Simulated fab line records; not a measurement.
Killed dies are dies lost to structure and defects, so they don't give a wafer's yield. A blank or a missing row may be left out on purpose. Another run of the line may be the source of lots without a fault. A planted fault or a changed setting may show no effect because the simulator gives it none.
The tool behind it: which one? | flow berkeley_cmos170 | 21 wafers from 7 lots sampled at 2 of the route's 331 steps

== WHAT THE GAUGES SHOWED, per wafer ==
UCB170_PLDD_CD_MEAS_06: the cd target is 1200 nm.
lot  | measured     | on        | cd_nm (nm)
L150 | day 8 06:57  | cd_sem-02 | 1199.0 1199.6 1199.1
L149 | day 8 06:49  | cd_sem-01 | 1198.3 1197.8 1197.1
L155 | day 8 23:39  | cd_sem-02 | 1200.3 1202.2 1202.0
L156 | day 9 15:39  | cd_sem-01 | 1198.5 1197.5 1198.7
L159 | day 10 00:05 | cd_sem-02 | 1200.3 1199.1 1199.6
L167 | day 11 20:23 | cd_sem-01 | 1200.9 1201.1 1199.8
L169 | day 12 01:07 | cd_sem-01 | 1209.9 1205.3 1207.5

== WHAT TOOL EACH LOT RAN ON (gives the tool, then ch and the chambers of the sampled wafers, and finally the start) ==
lot  | UCB170_PLDD_EXPOSE_03
L150 | krf_scanner-01 ch 0, day 8 06:10
L149 | krf_scanner-01 ch 0, day 8 06:01
L155 | krf_scanner-01 ch 0, day 8 23:07
L156 | krf_scanner-01 ch 0, day 9 15:06
L159 | krf_scanner-01 ch 0, day 9 23:41
L167 | krf_scanner-01 ch 0, day 11 19:14
L169 | krf_scanner-02 ch 0, day 12 00:07
- UCB170_PLDD_EXPOSE_03: exposes mask PSELECT, target cd 1200 nm.

== THE ANSWER, worked out from the rows above alone ==
Rule: the usual values come from the lots themselves. The widest of any qualifying gaps counts: lots, ordered by their means at a reading, are off when they make up no more than a third of the lots, leave a main group of 4 or more, and stand apart from it by 3 or more times the standard deviation of that group's means. A main group whose means are all the same, to the digits that the tables above print for the reading, isn't used. Also off: a lot with no number at a reading for which 4 or more lots have one. Any other lot the step has rows for is counted as sound.
Off: L169 (UCB170_PLDD_CD_MEAS_06, cd_nm). Mean 1199.5 nm and standard deviation 1.3 in the main group.
A tool fits if, at a process step before that reading, it ran every lot that is off, and no sound lot after the first of them. The gauges at UCB170_PLDD_CD_MEAS_06 are tried like those tools. Can't be told from this: 2 tools fit, krf_scanner-02 at UCB170_PLDD_EXPOSE_03, cd_sem-01 at UCB170_PLDD_CD_MEAS_06.

== WHAT WAS PUT IN BY THE SIMULATOR ==
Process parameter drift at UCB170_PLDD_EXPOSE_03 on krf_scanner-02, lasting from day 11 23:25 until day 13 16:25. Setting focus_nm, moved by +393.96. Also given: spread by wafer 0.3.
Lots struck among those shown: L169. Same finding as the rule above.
